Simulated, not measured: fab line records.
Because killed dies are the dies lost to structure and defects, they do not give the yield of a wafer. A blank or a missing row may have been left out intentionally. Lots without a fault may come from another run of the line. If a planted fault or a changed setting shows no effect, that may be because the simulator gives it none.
fab line records + flow rit_cmos
record
- lots=6
- wafers=18
- last_day=7
route steps=202 shown FOX2@24 NWELL@28 PWELL@39 WELLDRIVE@50 M1@202
lots that met no fault: taken from a fault-free run of the same line
start_h: start of the lot's first displayed wafer, in hours after the record's first day + wait_h: time in hours since the lot's previous step + " repeats the value in the row above + L1.1+2: several wafers, shown together as one row + - no value present, or no start provided + * or withheld: withheld + < > ~ a bound
route shown NAME@n: NAME is a module with steps in the file, n the number in the route of the first one + usual: average and standard deviation across the fault-free wafers + same: alike in all rows + chamber/n: place in a boat + sites: the reading at each site + _std_site: the values' standard deviation + _edge_site: mean of outer sites minus mean of inner sites + radius_mm: how far each site lies from the wafer's centre + mask NAME#n: copy n + behind: the most recent tool/chamber to have shaped the wafer + hold: reason for holding the lot/hours on hold/outcome of the hold + device: whichever transistor did not switch (one of n, p or np) + end of line: the same wafers' tests at the end of the route + a step given without rows: its recipe and nothing more + killed: the dies lost at the first sort to structure and to defects; this is not the yield of the wafer + map: shows each die of a wafer: x if killed, . if not, _ if none is there
set.NAME: setting as actually run; set.NAME@STEP: the setting as run at that earlier step + model.NAME: the simulator's own value behind a step, which no gauge read
a table for each step, a row for each wafer; lots at some steps of the route
services: when a tool's chamber went out of use (start_h, in hours from the record's first day, below 0 if earlier), for how many hours, and the reason
## steps
# step RIT_FOX2_THK_MEAS_01
# recipe
- reads=SiO2_of_FOX2_OXIDATION_00
# usual
- FOX2_OXIDE_THK=349/6.1
| lot.wafer | tool          | chamber | start_h | wait_h | FOX2_OXIDE_THK[nm] |
|-----------|---------------|---------|---------|--------|--------------------|
| L762.2    | film_metro-02 | -       | 44.71   | 0.0    | 348                |
| L762.3    | "             | -       | "       | "      | 352                |
| L762.5    | "             | -       | "       | "      | 347                |
| L769.1    | film_metro-02 | -       | 78.92   | 0.0    | 341                |
| L769.2    | "             | -       | "       | "      | 343                |
| L769.6    | "             | -       | "       | "      | 345                |
| L773.1    | film_metro-02 | -       | 99.36   | 0.0    | 349                |
| L773.3    | "             | -       | "       | "      | 348                |
| L773.5    | "             | -       | "       | "      | 348                |
| L774.4    | film_metro-01 | -       | 103.53  | 0.0    | 358                |
| L774.5    | "             | -       | "       | "      | 359                |
| L774.6    | "             | -       | "       | "      | 354                |
| L775.1    | film_metro-01 | -       | 108.33  | 0.0    | 360                |
| L775.5    | "             | -       | "       | "      | 364                |
| L775.6    | "             | -       | "       | "      | 357                |
| L779.2    | film_metro-01 | -       | 128.44  | 0.0    | 345                |
| L779.4    | "             | -       | "       | "      | 350                |
| L779.6    | "             | -       | "       | "      | 347                |
# step RIT_FOX2_CLEAN_02
# recipe
- chemistry=dHF
- dilution=50:1
- time_s=180
# step RIT_FOX2_WET_ETCH_03
# recipe
- chemistry=H3PO4
- target=Si3N4
- target_depth_nm=195
- temp_c=165
- time_s=2700
# step RIT_FOX2_THK_MEAS_90
# recipe
- reads=SiO2_of_FOX2_OXIDATION_00
# usual
- FIELD_OXIDE_LEFT_1_THK=322/6.2
| lot.wafer | tool          | chamber | start_h | wait_h | FIELD_OXIDE_LEFT_1_THK[nm] |
|-----------|---------------|---------|---------|--------|----------------------------|
| L762.2    | film_metro-02 | -       | 45.65   | 0.0    | 320                        |
| L762.3    | "             | -       | "       | "      | 324                        |
| L762.5    | "             | -       | "       | "      | 319                        |
| L769.1    | film_metro-02 | -       | 79.79   | 0.0    | 314                        |
| L769.2    | "             | -       | "       | "      | 316                        |
| L769.6    | "             | -       | "       | "      | 317                        |
| L773.1    | film_metro-02 | -       | 100.29  | 0.0    | 322                        |
| L773.3    | "             | -       | "       | "      | 321                        |
| L773.5    | "             | -       | "       | "      | 321                        |
| L774.4    | film_metro-02 | -       | 104.41  | 0.0    | 330                        |
| L774.5    | "             | -       | "       | "      | 332                        |
| L774.6    | "             | -       | "       | "      | 327                        |
| L775.1    | film_metro-01 | -       | 109.20  | 0.0    | 332                        |
| L775.5    | "             | -       | "       | "      | 337                        |
| L775.6    | "             | -       | "       | "      | 330                        |
| L779.2    | film_metro-02 | -       | 129.31  | 0.0    | 318                        |
| L779.4    | "             | -       | "       | "      | 322                        |
| L779.6    | "             | -       | "       | "      | 319                        |
# step RIT_NWELL_HMDS_00
# recipe
- prime_time_s=60
- prime_temp_c=140
# step RIT_NWELL_COAT_01
# recipe
- resist=NOVOLAK
- spin_rpm=2000
- resist_thk_nm=1300
# step RIT_NWELL_SOFTBAKE_02
# recipe
- resist=NOVOLAK
- temp_c=90
- time_s=60
# step RIT_NWELL_EXPOSE_03
# recipe
- mask_id=M2
- na=0.57
- target_cd_nm=43900
- dose_mj=250
# step RIT_NWELL_PEB_04
# recipe
- resist=NOVOLAK
- temp_c=withheld
- time_s=withheld
# step RIT_NWELL_DEVELOP_05
# recipe
- resist=NOVOLAK
- develop_time_s=68
- dev_temp_c=23
# step RIT_NWELL_OVL_MEAS_06
# usual
- NWELL_OVL=-1.6/1.4
| lot.wafer | tool       | chamber | start_h | wait_h | NWELL_OVL[nm] |
|-----------|------------|---------|---------|--------|---------------|
| L762.2    | overlay-01 | -       | 46.72   | -      | -3.4          |
| L762.3    | "          | -       | "       | "      | -3.5          |
| L762.5    | "          | -       | "       | "      | -3.9          |
| L769.1    | overlay-02 | -       | 80.86   | -      | -2.0          |
| L769.2    | "          | -       | "       | "      | -1.1          |
| L769.6    | "          | -       | "       | "      | -1.6          |
| L773.1    | overlay-01 | -       | 101.23  | -      | 0.5           |
| L773.3    | "          | -       | "       | "      | 0.1           |
| L773.5    | "          | -       | "       | "      | 0.3           |
| L774.4    | overlay-01 | -       | 105.46  | -      | -0.7          |
| L774.5    | "          | -       | "       | "      | 0.7           |
| L774.6    | "          | -       | "       | "      | -0.1          |
| L775.1    | overlay-02 | -       | 110.14  | -      | -1.5          |
| L775.5    | "          | -       | "       | "      | -2.4          |
| L775.6    | "          | -       | "       | "      | -1.4          |
| L779.2    | overlay-01 | -       | 130.34  | -      | -3.6          |
| L779.4    | "          | -       | "       | "      | -1.8          |
| L779.6    | "          | -       | "       | "      | -2.9          |
# step RIT_NWELL_HARDBAKE_07
# recipe
- resist=NOVOLAK
- temp_c=140
- time_s=120
# step RIT_NWELL_IMPLANT_08
# recipe
- species=P
- energy_kev=170
- dose_cm2=5e+13
- tilt_deg=7
# usual
- dose_ions_cm2=5e+13/4.9e+10
- end_station_pressure_torr=5.13e-06/2.7e-07
| lot.wafer | tool         | chamber | start_h | wait_h | dose_ions_cm2 | end_station_pressure_torr |
|-----------|--------------|---------|---------|--------|---------------|---------------------------|
| L762.2    | implanter-02 | 0       | 47.02   | 0.2    | 5.005e+13     | 5.07e-06                  |
| L762.3    | "            | 0       | "       | "      | 5.004e+13     | 4.95e-06                  |
| L762.5    | "            | 0       | "       | "      | 5.005e+13     | 5.67e-06                  |
| L769.1    | implanter-03 | 0       | 81.14   | 0.2    | 5.005e+13     | 5.4e-06                   |
| L769.2    | "            | 0       | "       | "      | 5.002e+13     | 5.11e-06                  |
| L769.6    | "            | 0       | "       | "      | 5.005e+13     | 4.95e-06                  |
| L773.1    | implanter-02 | 0       | 101.52  | 0.2    | 4.795e+13     | 4.96e-06                  |
| L773.3    | "            | 0       | "       | "      | 4.809e+13     | 5.17e-06                  |
| L773.5    | "            | 0       | "       | "      | 4.795e+13     | 4.41e-06                  |
| L774.4    | implanter-02 | 0       | 105.80  | 0.2    | 4.797e+13     | 5.11e-06                  |
| L774.5    | "            | 0       | "       | "      | 4.8e+13       | 5.52e-06                  |
| L774.6    | "            | 0       | "       | "      | 4.801e+13     | 5.35e-06                  |
| L775.1    | implanter-03 | 0       | 110.43  | 0.2    | 5.003e+13     | 5.05e-06                  |
| L775.5    | "            | 0       | "       | "      | 5.006e+13     | 5.29e-06                  |
| L775.6    | "            | 0       | "       | "      | 5.009e+13     | 5.07e-06                  |
| L779.2    | implanter-03 | 0       | 130.65  | 0.2    | 4.997e+13     | 4.74e-06                  |
| L779.4    | "            | 0       | "       | "      | 5.003e+13     | 5.13e-06                  |
| L779.6    | "            | 0       | "       | "      | 5e+13         | 5e-06                     |
# step RIT_NWELL_STRIP_09
# recipe
- chemistry=O2
- time_s=180
- resist=NOVOLAK
- platen_temp_c=withheld
- power_w=500
- pressure_mtorr=4000
- o2_flow_sccm=4000
# usual
- drypump_motor_current_A=5.5/0.38
| lot.wafer | tool            | chamber | start_h | wait_h | drypump_motor_current_A | rf_hours_counter_h |
|-----------|-----------------|---------|---------|--------|-------------------------|--------------------|
| L762.2    | plasma_asher-02 | 1       | 47.15   | 0.1    | 5.4                     | 39                 |
| L762.3    | "               | 0       | "       | "      | 6.1                     | -                  |
| L762.5    | "               | 0       | "       | "      | 6.1                     | -                  |
| L769.1    | plasma_asher-02 | 1       | 81.29   | 0.1    | 5.5                     | 43                 |
| L769.2    | "               | 0       | "       | "      | 6.1                     | 43                 |
| L769.6    | "               | 0       | "       | "      | 6.1                     | -                  |
| L773.1    | plasma_asher-03 | 1       | 101.67  | 0.1    | 5.1                     | 48                 |
| L773.3    | "               | 1       | "       | "      | 5.0                     | -                  |
| L773.5    | "               | 1       | "       | "      | 5.1                     | -                  |
| L774.4    | plasma_asher-03 | 1       | 105.94  | 0.1    | 5.0                     | -                  |
| L774.5    | "               | 1       | "       | "      | 5.1                     | -                  |
| L774.6    | "               | 0       | "       | "      | 5.4                     | -                  |
| L775.1    | plasma_asher-02 | 0       | 110.58  | 0.1    | 6.1                     | 46                 |
| L775.5    | "               | 0       | "       | "      | 6.1                     | -                  |
| L775.6    | "               | 1       | "       | "      | 5.5                     | -                  |
| L779.2    | plasma_asher-02 | 1       | 130.77  | 0.1    | 5.5                     | 48                 |
| L779.4    | "               | 0       | "       | "      | 6.1                     | -                  |
| L779.6    | "               | 1       | "       | "      | 5.5                     | -                  |
# step RIT_NWELL_TW_MEAS_10
# usual
- NWELL_TW=2139/14
| lot.wafer | tool          | chamber | start_h | wait_h | NWELL_TW |
|-----------|---------------|---------|---------|--------|----------|
| L762.2    | film_metro-04 | -       | 47.33   | 0.1    | 2172     |
| L762.3    | "             | -       | "       | "      | 2153     |
| L762.5    | "             | -       | "       | "      | 2154     |
| L769.1    | film_metro-02 | -       | 81.47   | 0.1    | 2131     |
| L769.2    | "             | -       | "       | "      | 2141     |
| L769.6    | "             | -       | "       | "      | 2134     |
| L773.1    | film_metro-03 | -       | 101.85  | 0.1    | 2089     |
| L773.3    | "             | -       | "       | "      | 2107     |
| L773.5    | "             | -       | "       | "      | 2096     |
| L774.4    | film_metro-04 | -       | 106.08  | 0.1    | 2126     |
| L774.5    | "             | -       | "       | "      | 2129     |
| L774.6    | "             | -       | "       | "      | 2130     |
| L775.1    | film_metro-04 | -       | 110.75  | 0.1    | 2153     |
| L775.5    | "             | -       | "       | "      | 2161     |
| L775.6    | "             | -       | "       | "      | 2159     |
| L779.2    | film_metro-04 | -       | 130.96  | 0.1    | 2138     |
| L779.4    | "             | -       | "       | "      | 2146     |
| L779.6    | "             | -       | "       | "      | 2151     |
# step RIT_PWELL_HMDS_00
# recipe
- prime_time_s=60
- prime_temp_c=140
# step RIT_PWELL_COAT_01
# recipe
- resist=NOVOLAK
- spin_rpm=2000
- resist_thk_nm=1300
# step RIT_PWELL_SOFTBAKE_02
# recipe
- resist=NOVOLAK
- temp_c=90
- time_s=60
# step RIT_PWELL_EXPOSE_03
# recipe
- mask_id=M3
- na=0.57
- target_cd_nm=43700
- dose_mj=250
# step RIT_PWELL_PEB_04
# recipe
- resist=NOVOLAK
- temp_c=withheld
- time_s=withheld
# step RIT_PWELL_DEVELOP_05
# recipe
- resist=NOVOLAK
- develop_time_s=68
- dev_temp_c=23
# step RIT_PWELL_OVL_MEAS_06
# usual
- PWELL_OVL=-1.0/1.5
| lot.wafer | tool       | chamber | start_h | wait_h | PWELL_OVL[nm] |
|-----------|------------|---------|---------|--------|---------------|
| L762.2    | overlay-01 | -       | 48.39   | -      | 0.2           |
| L762.3    | "          | -       | "       | "      | 1.3           |
| L762.5    | "          | -       | "       | "      | 0.7           |
| L769.1    | overlay-01 | -       | 82.53   | -      | -1.1          |
| L769.2    | "          | -       | "       | "      | -1.4          |
| L769.6    | "          | -       | "       | "      | 0.2           |
| L773.1    | overlay-01 | -       | 102.79  | -      | -1.9          |
| L773.3    | "          | -       | "       | "      | -3.0          |
| L773.5    | "          | -       | "       | "      | -1.3          |
| L774.4    | overlay-02 | -       | 107.01  | -      | -0.6          |
| L774.5    | "          | -       | "       | "      | 0.3           |
| L774.6    | "          | -       | "       | "      | 0.8           |
| L775.1    | overlay-01 | -       | 111.92  | -      | 2.4           |
| L775.5    | "          | -       | "       | "      | 0.9           |
| L775.6    | "          | -       | "       | "      | 1.1           |
| L779.2    | overlay-01 | -       | 131.91  | -      | 1.5           |
| L779.4    | "          | -       | "       | "      | -1.8          |
| L779.6    | "          | -       | "       | "      | 1.4           |
# step RIT_PWELL_HARDBAKE_07
# recipe
- resist=NOVOLAK
- temp_c=140
- time_s=120
# step RIT_PWELL_IMPLANT_08
# recipe
- species=B
- energy_kev=170
- dose_cm2=7e+13
- tilt_deg=7
# step RIT_PWELL_STRIP_09
# recipe
- chemistry=O2
- time_s=180
- resist=NOVOLAK
- platen_temp_c=withheld
- power_w=500
- pressure_mtorr=4000
- o2_flow_sccm=4000
# usual
- drypump_motor_current_A=5.35/0.27
| lot.wafer | tool            | chamber | start_h | wait_h | drypump_motor_current_A | rf_hours_counter_h |
|-----------|-----------------|---------|---------|--------|-------------------------|--------------------|
| L762.2    | plasma_asher-01 | 0       | 48.82   | 0.1    | 5.52                    | 41                 |
| L762.3    | "               | 0       | "       | "      | 5.54                    | -                  |
| L762.5    | "               | 0       | "       | "      | 5.53                    | -                  |
| L769.1    | plasma_asher-04 | 1       | 82.97   | 0.1    | 5.22                    | 28                 |
| L769.2    | "               | 0       | "       | "      | 5.45                    | 28                 |
| L769.6    | "               | 1       | "       | "      | 5.21                    | -                  |
| L773.1    | plasma_asher-03 | 1       | 103.22  | 0.1    | 5.08                    | 48                 |
| L773.3    | "               | 0       | "       | "      | 5.39                    | -                  |
| L773.5    | "               | 1       | "       | "      | 5.08                    | -                  |
| L774.4    | plasma_asher-04 | 1       | 107.49  | 0.1    | 5.26                    | -                  |
| L774.5    | "               | 1       | "       | "      | 5.23                    | -                  |
| L774.6    | "               | 0       | "       | "      | 5.46                    | -                  |
| L775.1    | plasma_asher-03 | 0       | 112.44  | 0.2    | 5.39                    | 49                 |
| L775.5    | "               | 1       | "       | "      | 5.10                    | -                  |
| L775.6    | "               | 0       | "       | "      | 5.38                    | -                  |
| L779.2    | plasma_asher-04 | 0       | 132.34  | 0.1    | 5.47                    | 34                 |
| L779.4    | "               | 0       | "       | "      | 5.45                    | -                  |
| L779.6    | "               | 0       | "       | "      | 5.48                    | -                  |
# step RIT_PWELL_TW_MEAS_10
# usual
- PWELL_TW=947/5
| lot.wafer | tool          | chamber | start_h | wait_h | PWELL_TW |
|-----------|---------------|---------|---------|--------|----------|
| L762.2    | film_metro-04 | -       | 49.01   | 0.1    | 959      |
| L762.3    | "             | -       | "       | "      | 956      |
| L762.5    | "             | -       | "       | "      | 953      |
| L769.1    | film_metro-02 | -       | 83.15   | 0.1    | 945      |
| L769.2    | "             | -       | "       | "      | 940      |
| L769.6    | "             | -       | "       | "      | 947      |
| L773.1    | film_metro-03 | -       | 103.40  | 0.1    | 942      |
| L773.3    | "             | -       | "       | "      | 945      |
| L773.5    | "             | -       | "       | "      | 942      |
| L774.4    | film_metro-03 | -       | 107.63  | 0.1    | 944      |
| L774.5    | "             | -       | "       | "      | 945      |
| L774.6    | "             | -       | "       | "      | 944      |
| L775.1    | film_metro-02 | -       | 112.61  | 0.1    | 943      |
| L775.5    | "             | -       | "       | "      | 946      |
| L775.6    | "             | -       | "       | "      | 942      |
| L779.2    | film_metro-03 | -       | 132.52  | 0.1    | 943      |
| L779.4    | "             | -       | "       | "      | 944      |
| L779.6    | "             | -       | "       | "      | 938      |
# step RIT_WELLDRIVE_ANNEAL_00
# recipe
- temp_c=1100
- time_s=14700
- ambient=N2
# step RIT_WELLDRIVE_RS_MEAS_01
# recipe
- thk_meas_gauge=four-point-probe
# usual
- NWELL_RS=275.3/0.82
| lot.wafer | tool          | chamber | start_h | wait_h | NWELL_RS[ohm/sq] |
|-----------|---------------|---------|---------|--------|------------------|
| L762.2    | film_metro-03 | -       | 54.16   | 0.0    | 274.3            |
| L762.3    | "             | -       | "       | "      | 273.1            |
| L762.5    | "             | -       | "       | "      | 273.0            |
| L769.1    | film_metro-03 | -       | 88.29   | 0.0    | 275.0            |
| L769.2    | "             | -       | "       | "      | 274.7            |
| L769.6    | "             | -       | "       | "      | 274.4            |
| L773.1    | film_metro-02 | -       | 108.54  | 0.0    | 282.6            |
| L773.3    | "             | -       | "       | "      | 281.5            |
| L773.5    | "             | -       | "       | "      | 281.9            |
| L774.4    | film_metro-03 | -       | 112.81  | 0.1    | 282.2            |
| L774.5    | "             | -       | "       | "      | 281.9            |
| L774.6    | "             | -       | "       | "      | 281.9            |
| L775.1    | film_metro-04 | -       | 117.76  | 0.0    | 275.3            |
| L775.5    | "             | -       | "       | "      | 275.2            |
| L775.6    | "             | -       | "       | "      | 274.5            |
| L779.2    | film_metro-03 | -       | 138.31  | 0.0    | 276.9            |
| L779.4    | "             | -       | "       | "      | 277.1            |
| L779.6    | "             | -       | "       | "      | 275.6            |
# step RIT_WELLDRIVE_RS_MEAS_02
# recipe
- thk_meas_gauge=four-point-probe
# usual
- PWELL_RS=429.4/1.2
| lot.wafer | tool          | chamber | start_h | wait_h | PWELL_RS[ohm/sq] |
|-----------|---------------|---------|---------|--------|------------------|
| L762.2    | film_metro-03 | -       | 54.28   | 0.1    | 430.8            |
| L762.3    | "             | -       | "       | "      | 429.9            |
| L762.5    | "             | -       | "       | "      | 431.4            |
| L769.1    | film_metro-03 | -       | 88.41   | 0.1    | 427.2            |
| L769.2    | "             | -       | "       | "      | 428.7            |
| L769.6    | "             | -       | "       | "      | 426.8            |
| L773.1    | film_metro-02 | -       | 108.66  | 0.1    | 428.8            |
| L773.3    | "             | -       | "       | "      | 429.5            |
| L773.5    | "             | -       | "       | "      | 428.4            |
| L774.4    | film_metro-03 | -       | 112.93  | 0.1    | 429.0            |
| L774.5    | "             | -       | "       | "      | 428.0            |
| L774.6    | "             | -       | "       | "      | 428.7            |
| L775.1    | film_metro-04 | -       | 117.88  | 0.1    | 431.7            |
| L775.5    | "             | -       | "       | "      | 431.3            |
| L775.6    | "             | -       | "       | "      | 430.3            |
| L779.2    | film_metro-03 | -       | 138.43  | 0.1    | 428.8            |
| L779.4    | "             | -       | "       | "      | 426.7            |
| L779.6    | "             | -       | "       | "      | 427.7            |
# step RIT_M1_PROBE_99
# usual
- killed_at_contacts=0.1/0.31
- killed_at_front_end=7/3.1
- killed_dies=7/3.1
- killed_open=3.3/1.9
- killed_short=3.3/2
# same
- gross_dies=264
- killed_at_M0_to_M3=0
- killed_at_M4_up=0
- killed_at_back_side=0
- killed_at_other=0
| lot.wafer | tool      | chamber | start_h | wait_h | killed_at_contacts | killed_at_front_end | killed_dies | killed_open | killed_short | model.etest.nwell_pinched.rs_ohm_sq | model.etest.well_edge_right.line_ohm_um | model.etest.well_edge_left.line_ohm_um |
|-----------|-----------|---------|---------|--------|--------------------|---------------------|-------------|-------------|--------------|-------------------------------------|-----------------------------------------|----------------------------------------|
| L762.2    | prober-01 | -       | 82.82   | 0.1    | 0                  | 9                   | 9           | 6           | 3            | 334.9                               | 180.4                                   | 181.8                                  |
| L762.3    | prober-01 | -       | 82.87   | 0.2    | 0                  | 11                  | 11          | 5           | 6            | 335.8                               | 181.2                                   | 181.1                                  |
| L762.5    | prober-01 | -       | 82.97   | 0.2    | 0                  | 9                   | 9           | 4           | 5            | 326.8                               | 181.3                                   | 178.8                                  |
| L769.1    | prober-01 | -       | 117.19  | 0.1    | 0                  | 9                   | 9           | 5           | 4            | 340                                 | 185                                     | 182.5                                  |
| L769.2    | prober-01 | -       | 117.24  | 0.1    | 0                  | 8                   | 8           | 4           | 4            | 332.4                               | 182                                     | 182.6                                  |
| L769.6    | prober-01 | -       | 117.44  | 0.2    | 0                  | 6                   | 6           | 3           | 3            | 338.4                               | 182.6                                   | 182.8                                  |
| L773.1    | prober-01 | -       | 137.48  | 0.1    | 0                  | 6                   | 6           | 2           | 4            | 348.7                               | 190.4                                   | 187.4                                  |
| L773.3    | prober-01 | -       | 137.58  | 0.2    | 0                  | 12                  | 12          | 6           | 6            | 344.2                               | 186.6                                   | 183.9                                  |
| L773.5    | prober-01 | -       | 137.68  | 0.2    | 1                  | 6                   | 7           | 3           | 4            | 346                                 | 189.4                                   | 189                                    |
| L774.4    | prober-01 | -       | 142.07  | 0.2    | 0                  | 6                   | 6           | 1           | 4            | 349.3                               | 187.3                                   | 188.5                                  |
| L774.5    | prober-01 | -       | 142.12  | 0.2    | 0                  | 4                   | 4           | 2           | 2            | 344.2                               | 186.8                                   | 189.1                                  |
| L774.6    | prober-01 | -       | 142.17  | 0.2    | 0                  | 7                   | 7           | 3           | 4            | 345.5                               | 188.5                                   | 187.9                                  |
| L775.1    | prober-01 | -       | 147.02  | 0.1    | 0                  | 9                   | 9           | 5           | 4            | 338.1                               | 183.3                                   | 181.9                                  |
| L775.5    | prober-01 | -       | 147.22  | 0.2    | 0                  | 6                   | 6           | 4           | 2            | 340.9                               | 180.3                                   | 182.8                                  |
| L775.6    | prober-01 | -       | 147.27  | 0.2    | 0                  | 6                   | 6           | 2           | 4            | 344.6                               | 184                                     | 183.1                                  |
| L779.2    | prober-01 | -       | 166.91  | 0.1    | 0                  | 6                   | 6           | 5           | 1            | 342.5                               | 186.2                                   | 185.8                                  |
| L779.4    | prober-01 | -       | 167.01  | 0.2    | 1                  | 3                   | 4           | 3           | 1            | 344                                 | 185.6                                   | 185.4                                  |
| L779.6    | prober-01 | -       | 167.11  | 0.2    | 0                  | 7                   | 7           | 3           | 4            | 345.6                               | 184.4                                   | 185.6                                  |
# killed by level:class
L762.2 SILICIDE:geometric_particle:open=4 SILICIDE:geometric_particle:short=2 FOX1:geometric_particle:open=1 FOX2:geometric_particle:open=1 SPACER:geometric_particle:short=1
L762.3 GATE:geometric_particle:short=3 GATE:geometric_particle:open=2 SILICIDE:geometric_particle:short=2 SILICIDE:geometric_particle:open=2 FOX1:geometric_particle:short=1 REOX:geometric_particle:open=1
L762.5 GATE:geometric_particle:open=2 GATE:geometric_particle:short=2 FOX2:geometric_particle:short=1 SPACER:geometric_particle:open=1 SPACER:geometric_particle:short=1 SILICIDE:geometric_particle:open=1 SILICIDE:geometric_particle:short=1
L769.1 FOX1:geometric_particle:open=2 REOX:geometric_particle:open=2 SILICIDE:geometric_particle:short=2 FOX1:geometric_particle:short=1 GATE:geometric_particle:short=1 GATE:geometric_particle:open=1
L769.2 SILICIDE:geometric_particle:short=3 GATE:geometric_particle:open=2 REOX:geometric_particle:short=1 REOX:geometric_particle:open=1 SILICIDE:geometric_particle:open=1
L769.6 GATE:geometric_particle:open=2 GATE:geometric_particle:short=2 FOX2:geometric_particle:open=1 SILICIDE:geometric_particle:short=1
L773.1 FOX1:geometric_particle:short=2 GATE:geometric_particle:short=1 GATE:geometric_particle:open=1 SPACER:geometric_particle:short=1 SILICIDE:geometric_particle:open=1
L773.3 FOX1:geometric_particle:short=3 FOX2:geometric_particle:open=3 ACTIVE:geometric_particle:short=1 FOX1:geometric_particle:open=1 GATE:geometric_particle:short=1 GATE:geometric_particle:open=1 REOX:geometric_particle:short=1 SILICIDE:geometric_particle:open=1
L773.5 GATE:geometric_particle:short=2 REOX:geometric_particle:short=2 FOX1:geometric_particle:open=1 REOX:geometric_particle:open=1 CONTACT:geometric_particle:open=1
L774.4 GATE:geometric_particle:short=2 FOX2:geometric_particle:short=1 GATE:geometric_particle:open=1 SILICIDE:geometric_particle:short=1 NLDD:coat_microbubble_printed=1
L774.5 GATE:geometric_particle:short=1 GATE:geometric_particle:open=1 REOX:geometric_particle:open=1 SPACER:geometric_particle:short=1
L774.6 SILICIDE:geometric_particle:short=2 FOX1:geometric_particle:open=1 FOX1:geometric_particle:short=1 GATE:geometric_particle:short=1 SPACER:geometric_particle:open=1 SILICIDE:geometric_particle:open=1
L775.1 REOX:geometric_particle:open=2 FOX1:geometric_particle:open=1 FOX1:geometric_particle:short=1 GATE:geometric_particle:short=1 GATE:geometric_particle:open=1 REOX:geometric_particle:short=1 SPACER:geometric_particle:short=1 SILICIDE:geometric_particle:open=1
L775.5 FOX1:geometric_particle:open=1 FOX2:geometric_particle:open=1 REOX:geometric_particle:short=1 REOX:geometric_particle:open=1 SPACER:geometric_particle:short=1 SILICIDE:geometric_particle:open=1
L775.6 GATE:geometric_particle:short=2 REOX:geometric_particle:short=1 REOX:geometric_particle:open=1 SPACER:geometric_particle:open=1 SILICIDE:geometric_particle:short=1
L779.2 FOX1:geometric_particle:open=3 SILICIDE:geometric_particle:open=2 SPACER:geometric_particle:short=1
L779.4 FOX1:geometric_particle:open=1 REOX:geometric_particle:short=1 REOX:geometric_particle:open=1 CONTACT:geometric_particle:open=1
L779.6 FOX2:geometric_particle:short=3 SILICIDE:geometric_particle:open=2 GATE:geometric_particle:open=1 SILICIDE:geometric_particle:short=1
## services
| tool            | chamber | start_h | hours | kind       |
|-----------------|---------|---------|-------|------------|
| implanter-03    | -       | 24.05   | 3.6   | repair     |
| implanter-02    | -       | 24.44   | 4.0   | repair     |
| plasma_asher-04 | -       | 30.02   | 10.5  | repair     |
| plasma_asher-01 | -       | 48.14   | 0.6   | repair     |
| plasma_asher-01 | -       | 108.75  | 9.0   | pm         |
| plasma_asher-01 | 0       | 108.75  | 9.0   | vent_cycle |
| plasma_asher-01 | 1       | 108.75  | 9.0   | vent_cycle |
| plasma_asher-01 | -       | 111.80  | 4.2   | repair     |
| plasma_asher-01 | 0       | 117.75  | -     | clean      |
| plasma_asher-01 | 1       | 117.75  | -     | clean      |
## key
first_sign
- step=RIT_NWELL_IMPLANT_08
- reading=dose_ions_cm2
- direction=down
- sigmas=41
- usual=5e+13
- struck=4.799e+13
effect
- step=RIT_NWELL_TW_MEAS_10
- reading=NWELL_TW
- direction=down
- sigmas=1.9
- usual=2139
- struck=2113
effect
- step=RIT_WELLDRIVE_RS_MEAS_01
- reading=NWELL_RS
- direction=up
- sigmas=8.2
- usual=275.3
- struck=282.0
model_effect
- step=RIT_M1_PROBE_99
- value=etest.nwell_pinched.rs_ohm_sq
- without=337.2
- struck=346.3
met_at RIT_NWELL_IMPLANT_08
struck_wafers L773.1,L773.3,L773.5,L774.4,L774.5,L774.6
tester_left_out L773,L774
onset_between 47.02 101.52
fault
- kind=process_parameter_drift
- tool=implanter-02
- chamber=-
- onset_h=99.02
- steps=RIT_NWELL_IMPLANT_08
- channel=dose_cm2
- offset=-2e+12
- shape=step
- end_h=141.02
- acts_in=these_recipes_only
- stated=5e+13
# tester_left_out: of these lots the tester's yield and bins aren't shown, on N5 and GAA mostly nor the transistor test; their killed dies are dies lost to structure and defects alone, not to doping, threshold or leakage, so they don't give the yield
